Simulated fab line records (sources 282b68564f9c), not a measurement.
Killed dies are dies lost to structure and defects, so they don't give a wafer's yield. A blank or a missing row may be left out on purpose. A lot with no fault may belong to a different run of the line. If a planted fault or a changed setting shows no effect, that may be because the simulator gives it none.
A lot that was struck, set against a sound lot / flow ritCmos / 15 steps out of a route of 202
Sound: the wafers L322.4, L322.5, L322.6. Struck: wafers L323.1, L323.4, L323.5. The cause is given at the end.
Order at every step that has rows: each side's tool, ch and its chambers, its first start. Under that, the readings that differ: sound wafers / struck wafers / difference of the means / sigmas: that difference in standard deviations of wafers without a fault.
alike: readings with means less than 2 such deviations apart, plus words and numbers identical on both sides. not compared: withheld readings, readings lacking a value on some wafer, bounds such as >300 that could conceal the same value, and numbers that have no deviation in the record and whose values overlap.
A row with sigmas, a row that says differs or no value, or rows on one side alone: a step with any of these is where the two part. Numbers that don't overlap but have no deviation are shown without sigmas and don't part them. Lack of a reading on every wafer of one side parts them only where that side has two or more wafers.

first, 6 steps without rows for these wafers: RIT_CONTACT_HMDS_02 (prime time 60 s); RIT_CONTACT_COAT_03 (resist thk 1000 nm); RIT_CONTACT_SOFTBAKE_04 (time 60 s); RIT_CONTACT_EXPOSE_05 (exposes mask M11, target cd 1000 nm); RIT_CONTACT_PEB_06; RIT_CONTACT_DEVELOP_07 (develop time 121.9 s).
RIT_CONTACT_CD_MEAS_08 targets a cd of 1000 nm.
  sound: cdSem-01 at day 4 09:37; struck: cdSem-02 at day 4 10:58
  alike: cdNm
RIT_CONTACT_OVL_MEAS_09:
  sound: overlay-01 at day 4 09:42; struck: overlay-02 at day 4 11:05
  alike: CONTACT_OVL
then, 1 step without rows for these wafers: RIT_CONTACT_HARDBAKE_10 (time 60 s).
RIT_CONTACT_ETCH_11: etches SiO2 in CHF3/CF4/Ar, stops on TiSi2, target depth 480 nm, time 320 s.
  sound on rieDiel-04 ch 0,3, day 4 09:52; struck on rieDiel-03 ch 0,1,2, day 4 11:16
  alike: chamberPressureMTorr, drypumpMotorCurrentA, oesProductAu, throttleValvePct
  not compared: rfHoursCounterH
RIT_CONTACT_STRIP_12: strips in O2, time 180 s.
  sound on plasmaAsher-01 ch 0,1, day 4 10:07; struck on plasmaAsher-01 ch 1, day 4 11:28
  alike: chamberPressureMTorr, drypumpMotorCurrentA
  not compared: rfHoursCounterH
RIT_CONTACT_CD_MEAS_90 targets a cd of 1000 nm.
  sound: cdSem-01 at day 4 10:18; struck: cdSem-01 at day 4 11:38
  alike: cdNm
RIT_CONTACT_CLEAN_13: cleans in SC1, time 600 s.
  sound on wetBench-01 ch 2, day 4 10:22; struck on wetBench-02 ch 0, day 4 11:46
reading=runLengthS (s); sound=625 625 625; struck=722 722 722; difference=+97; sigmas=+30
then, 1 step without rows for these wafers: RIT_CONTACT_CLEAN_14 (cleans in SC2, time 600 s).
RIT_M1_PROBE_99:
  sound: prober-02 at day 4 14:53; struck: prober-01 at day 4 16:15
  alike: killedAtContacts, killedAtFrontEnd, killedDies, killedOpen, killedShort

WHERE THEY PART
Within this record, at RIT_CONTACT_CLEAN_13 only. Later steps at which nothing parts them and some readings are alike: RIT_M1_PROBE_99.

WHY: whatever the simulator had introduced
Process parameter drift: wetBench-02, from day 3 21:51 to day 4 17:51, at RIT_CONTACT_CLEAN_13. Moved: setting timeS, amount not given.
